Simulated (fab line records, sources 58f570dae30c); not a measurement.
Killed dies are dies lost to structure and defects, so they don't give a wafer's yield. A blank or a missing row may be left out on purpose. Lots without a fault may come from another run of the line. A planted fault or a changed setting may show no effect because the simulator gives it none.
A struck lot beside a sound one | flow berkeley_cmos170 | 22 steps out of a route of 331
Sound: wafers L853.4, L853.5, L853.6. Struck: wafers L857.1, L857.5, L857.6. The cause comes at the end.
At each step with rows: each side's tool, then ch and its chambers, then its first start. Under that, the readings that differ: sound wafers | struck wafers | difference of the means | sigmas: that difference in standard deviations of wafers without a fault.
alike: readings whose means differ by less than 2 such deviations, and words and numbers that are the same on both sides. not compared: withheld readings, readings that some wafer has no value for, bounds like >300 that may hide the same value, and numbers for which the record gives no deviation and whose values overlap.
The two part at a step that has a row with sigmas, a row that says differs or no value, or rows on one side only. Numbers that don't overlap but have no deviation are shown without sigmas and don't part them. A reading that every wafer of one side lacks parts them only if that side has two wafers or more.

first, 5 steps without rows for these wafers: UCB170_ACTIVE_COAT_08 (resist thk 900 nm); UCB170_ACTIVE_SOFTBAKE_09 (time 60 s); UCB170_ACTIVE_EXPOSE_10 (exposes mask ACTIVE, target cd 1200 nm); UCB170_ACTIVE_PEB_11; UCB170_ACTIVE_DEVELOP_12 (develop time 45 s).
UCB170_ACTIVE_CD_MEAS_13: target cd 1200 nm.
  sound on cd_sem-02, day 3 14:25; struck on cd_sem-02, day 4 21:38
  alike: cd_nm
UCB170_ACTIVE_OVL_MEAS_14:
  sound on overlay-02, day 3 14:29; struck on overlay-01, day 4 21:46
  reading         | sound   | struck  | difference | sigmas
  ACTIVE_OVL (nm) | 13 17 6 | -6 1 -5 | -15        | -3
UCB170_ACTIVE_ETCH_15: etches Si3N4 in CH3F/Ar/O2, stops on SiO2, target depth 242 nm, time 151 s.
  sound on rie_diel-02 ch 0,1,2, day 3 14:30; struck on rie_diel-01 ch 0,2,3, day 4 21:48
  alike: drypump_motor_current_A, oes_product_au, throttle_valve_pct
  not compared: rf_hours_counter_h
UCB170_ACTIVE_STRIP_16: strips in O2.
  sound on plasma_asher-03 ch 0,1, day 3 14:38; struck on plasma_asher-02 ch 0,1, day 4 21:54
  alike: drypump_motor_current_A, o2_flow_sccm, oes_product_au, strip_time_to_endpoint_s
  not compared: rf_hours_counter_h
UCB170_ACTIVE_CD_MEAS_90: target cd 1200 nm.
  sound on cd_sem-02, day 3 14:49; struck on cd_sem-01, day 4 22:00
  alike: cd_nm
then, 2 steps without rows for these wafers: UCB170_ACTIVE_CLEAN_17 (cleans in SPM, time 600 s); UCB170_PFIELD_HMDS_00 (prime time 60 s).
UCB170_PFIELD_COAT_01: resist thk 900 nm.
  sound on litho_track-02 ch 0, day 3 15:38; struck on litho_track-04 ch 0, day 5 00:28
  reading                                 | sound                | struck               | difference | sigmas
  spin_speed_rpm (rpm)                    | 1499.5 1500.2 1500.2 | 1190.4 1189.9 1189.3 | -310.1     | -99 or more
  model.KrF_of_PFIELD_COAT_01.thk_nm (nm) | 902.3 901 904.3      | 1011 1008 1008       | +106       |
then, 3 steps without rows for these wafers: UCB170_PFIELD_SOFTBAKE_02 (time 60 s); UCB170_PFIELD_EXPOSE_03 (exposes mask PFIELD, target cd 1500 nm); UCB170_PFIELD_PEB_04.
UCB170_PFIELD_DEVELOP_05: develop time 45 s.
  sound on litho_track-04 ch 0; struck on litho_track-04 ch 0
  reading                                 | sound             | struck            | difference | sigmas
  model.KrF_of_PFIELD_COAT_01.thk_nm (nm) | 888.1 886.8 890.1 | 996.9 993.9 994.2 | +106.7     |
UCB170_PFIELD_OVL_MEAS_06:
  sound on overlay-01, day 3 17:02; struck on overlay-02, day 5 01:30
  alike: PFIELD_OVL
then, 1 step without rows for these wafers: UCB170_PFIELD_IMPLANT_07.
UCB170_PFIELD_STRIP_08: strips in O2.
  sound on plasma_asher-04 ch 0,1, day 3 17:14; struck on plasma_asher-04 ch 0,1, day 5 01:41
  reading                      | sound             | struck            | difference | sigmas
  strip_time_to_endpoint_s (s) | 21.67 21.63 21.71 | 24.29 24.22 24.22 | +2.57      | +46
  alike: drypump_motor_current_A, o2_flow_sccm, oes_product_au
  not compared: rf_hours_counter_h
UCB170_PFIELD_TW_MEAS_09:
  sound on film_metro-04, day 3 17:20; struck on film_metro-01, day 5 01:47
  reading   | sound       | struck      | difference | sigmas
  PFIELD_TW | 601 600 602 | 590 587 590 | -12        | -2
-- the record jumps here: 3 days lie between the struck wafers' starts before and after (it left off in module PFIELD and takes up again in module M3, whose first step shown is number 331 of the route) --
UCB170_M3_PROBE_99:
  the record has rows for the struck wafers here (prober-01, day 8 10:16) and none for the sound ones

WHERE THEY PART
First at UCB170_ACTIVE_OVL_MEAS_14; last, within this record, at UCB170_M3_PROBE_99.

WHY: what the simulator had put in
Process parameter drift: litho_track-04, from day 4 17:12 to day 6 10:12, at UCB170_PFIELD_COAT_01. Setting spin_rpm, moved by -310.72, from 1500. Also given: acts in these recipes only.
